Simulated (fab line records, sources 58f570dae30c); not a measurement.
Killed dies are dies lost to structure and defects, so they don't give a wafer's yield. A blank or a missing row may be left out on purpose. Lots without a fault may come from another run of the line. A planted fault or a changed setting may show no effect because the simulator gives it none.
One fault seen from 2 desks | flow berkeley_cmos170 | each desk has only its own numbers; what lay behind them comes last

THE METROLOGY DESK
What the gauges read, lot by lot, whatever tool the lot ran on: means of the sampled wafers that have a number. A lot is out of limits, marked OUT, if its mean lies more than 4 standard deviations from the usual mean; the brackets give that distance.
Columns: A = PLDD_OVL at UCB170_PLDD_OVL_MEAS_07, usual -3 nm; B = PSD_OVL at UCB170_PSD_OVL_MEAS_07, usual -2 nm; C = PSD_TW at UCB170_PSD_TW_MEAS_10, usual 2333; D = PSD_RS at UCB170_SDANNEAL_RS_MEAS_02, usual 75.9 ohm/sq
lot  | first seen here | A   | B  | C               | D
L231 | day 7 15:11     | -5  | -3 | 2306            | 76.4
L230 | day 7 15:22     | 5   | 2  | 2343            | 76.3
L235 | day 8 03:17     | 3   | 5  | 2324            | 76.0
L232 | day 8 04:02     | -9  | -5 | 2359            | 76.0
L233 | day 8 04:10     | -5  | -7 | 2349            | 75.3
L237 | day 8 20:47     | -5  | 8  | 2344            | 75.9
L236 | day 8 20:53     | 7   | -7 | 2347            | 75.8
L239 | day 9 03:07     | -6  | 3  | 2330            | 76.4
L240 | day 9 13:28     | -10 | 1  | 2268 (-4.1) OUT | 77.5 (+4.5) OUT
L241 | day 10 00:07    | -5  | -9 | 2260 (-4.6) OUT | 77.2
L242 | day 10 00:23    | 0   | -6 | 2325            | 75.6
L247 | day 11 00:52    | -3  | -3 | 2329            | 75.6
L252 | day 11 21:26    | 0   | -7 | 2311            | 75.6
L253 | day 11 21:28    | 0   | -4 | 2337            | 75.9
This desk's finding: out of limits on L240, L241; first on L240, day 9 23:12 (PSD_TW at UCB170_PSD_TW_MEAS_10). In limits: L231, L230, L235, L232, L233, L237, L236, L239, L242, L247, L252, L253.

THE TOOL OWNER'S DESK: implanter-01
The tool's own readings at UCB170_PSD_IMPLANT_08: means of the sampled wafers that have a number, for each lot that ran on this tool. A lot is out of limits, marked OUT, if its mean lies more than 4 standard deviations from the usual mean; the brackets give that distance.
Columns: A = beam_energy_keV at UCB170_PSD_IMPLANT_08, usual 20.001; B = tilt_deg at UCB170_PSD_IMPLANT_08, usual 7.000 degrees
lot  | first seen here | A                        | B
L236 | day 9 08:29     | 19.995                   | 7.013
L239 | day 9 13:47     | 20.004                   | 7.011
L240 | day 9 22:58     | 17.653 (-99 or more) OUT | 6.993
L241 | day 10 11:02    | 17.654 (-99 or more) OUT | 7.005
This desk's finding: out of limits on L240, L241; first on L240, day 9 22:58 (beam_energy_keV at UCB170_PSD_IMPLANT_08). In limits: L236, L239.

PUT TOGETHER
The tool owner's desk could have raised an alarm at day 9 22:58, on L240, L241.
The metrology desk could have raised an alarm at day 9 23:12, on L240, L241.
Of the lots named, all ran UCB170_PSD_IMPLANT_08 on implanter-01.

WHAT THE SIMULATOR HAD PUT IN
Process parameter drift: implanter-01, from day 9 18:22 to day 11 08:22, at UCB170_PSD_IMPLANT_08. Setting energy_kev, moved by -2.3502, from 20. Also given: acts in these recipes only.
Lots struck among those shown: L240, L241.
Hours from the fault's start to each desk's first reading out of limits: the tool owner's desk, 5; the metrology desk, 5.
